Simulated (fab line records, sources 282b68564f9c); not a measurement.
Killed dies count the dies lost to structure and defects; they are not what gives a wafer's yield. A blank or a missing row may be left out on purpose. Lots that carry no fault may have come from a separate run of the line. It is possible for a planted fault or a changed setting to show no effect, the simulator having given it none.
Lot-split experiment	flow rit_cmos	route with 202 steps; 5 lots, 23 wafers read

SPLIT DETAILS
At RIT_PLDD_COAT_01 (resist thk 1000 nm), the setting resist_thk_nm was moved away from the recipe's 1000 nm on 11 of the 23 wafers read, by -5.6% to +2.5%. This setting was run at the recipe's value on the other wafers.

FROM THE SPLIT TO THE READING: what the file shows between them, 3 steps
- RIT_PLDD_SOFTBAKE_02: time 60 s
- RIT_PLDD_EXPOSE_03: exposes mask M8, target cd 40900 nm
- RIT_PLDD_DEVELOP_05: develop time 50 s

THE READING
NOVOLAK_of_PLDD_COAT_01.thk_nm (the simulator's own value, which no gauge read), in nm, at RIT_PLDD_HARDBAKE_07 (time 60 s). There is no usual value for it anywhere in the file. Average 884.9 nm, standard deviation 2.3 nm, over the 12 wafers here run with the recipe.

wafer	tool, chamber at the split	resist_thk_nm as run, nm	against the recipe	NOVOLAK_of_PLDD_COAT_01.thk_nm, nm	against lot-mates on the recipe
L076.1	litho_track-03, 0	1000	recipe	880.9	-
L076.2	litho_track-03, 0	1000	recipe	884.1	-
L076.4	litho_track-03, 0	1025	+2.5%	902.8	+21.3
L076.5	litho_track-03, 0	1025	+2.5%	901.9	+20.4
L076.6	litho_track-03, 0	1000	recipe	879.5	-
L078.1	litho_track-02, 0	943.6	-5.6%	834	-51.9
L078.5	litho_track-02, 0	943.6	-5.6%	834	-51.9
L078.3	litho_track-02, 0	1000	recipe	885.6	-
L078.4	litho_track-02, 0	943.6	-5.6%	836.4	-49.5
L078.6	litho_track-02, 0	1000	recipe	886.2	-
L080.1	litho_track-02, 0	1025	+2.5%	908.7	+23.1
L080.2	litho_track-02, 0	1025	+2.5%	907.9	+22.3
L080.4	litho_track-02, 0	1000	recipe	887	-
L080.5	litho_track-02, 0	1025	+2.5%	906.1	+20.5
L080.6	litho_track-02, 0	1000	recipe	884.2	-
L081.1	litho_track-03, 0	1000	recipe	885.7	-
L081.3	litho_track-03, 0	945.4	-5.5%	838.2	-47.8
L081.4	litho_track-03, 0	1000	recipe	886.4	-
L081.5	litho_track-03, 0	945.4	-5.5%	836.2	-49.8
L081.6	litho_track-03, 0	945.4	-5.5%	838.9	-47.1
L083.1	litho_track-03, 0	1000	recipe	887.3	-
L083.2	litho_track-03, 0	1000	recipe	886.6	-
L083.6	litho_track-03, 0	1000	recipe	885.7	-

FIT RESULTS
A straight line over all 23 wafers: NOVOLAK_of_PLDD_COAT_01.thk_nm changes by +8.65 nm for each +1% of resist_thk_nm; r = +1.00; the points scatter about the line by 2.4 nm.
The same after taking each lot's own level away (the mean of its wafers on the recipe; 23 wafers): +8.88 nm for each +1%; r = +1.00; scatter 1.3 nm.
According to that fit, moving resist_thk_nm by its largest amount changes the reading by 50 nm.
From 881.50 to 886.53 nm: that is the span of the lots' own levels, equal to 2.2 times the standard deviation above.
So the lot-to-lot level changes the slope little: the two slopes agree.
Check: -50 nm against its lot-mates is what the line predicts for one of the wafers moved furthest among these (-5.6%) when that wafer is left out of the fit. Against them it came out at -51.9 nm.

FURTHER SPLITS ON THESE WAFERS
These wafers also went through other splits before the reading. Each is held against what the fit with the lots' levels taken away leaves over:
other split on the same wafers	wafers away from the commonest value	r with NOVOLAK_of_PLDD_COAT_01.thk_nm (lot level and that fit taken away)
RIT_GATE_DEVELOP_15 develop_time_s	11	+0.16
RIT_NLDD_COAT_01 resist_thk_nm	8	+0.46
RIT_NLDD_SOFTBAKE_02 time_s	7	-0.10

THE WHOLE CHAIN: every reading that the file lists as answering this split, in the file's order
step	what it does	reading	change (the file's fit)	r (the file's)
RIT_PLDD_COAT_01	resist thk 1000 nm	NOVOLAK_of_PLDD_COAT_01.thk_nm (the simulator's own value, which no gauge read)	+10.1 nm for each +1% of the setting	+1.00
RIT_PLDD_HARDBAKE_07	time 60 s	NOVOLAK_of_PLDD_COAT_01.thk_nm (the simulator's own value, which no gauge read)	+8.89 nm for each +1% of the setting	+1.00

FILE'S OWN FIT
NOVOLAK_of_PLDD_COAT_01.thk_nm changes by +8.89 nm for each +1% of resist_thk_nm, r = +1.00.
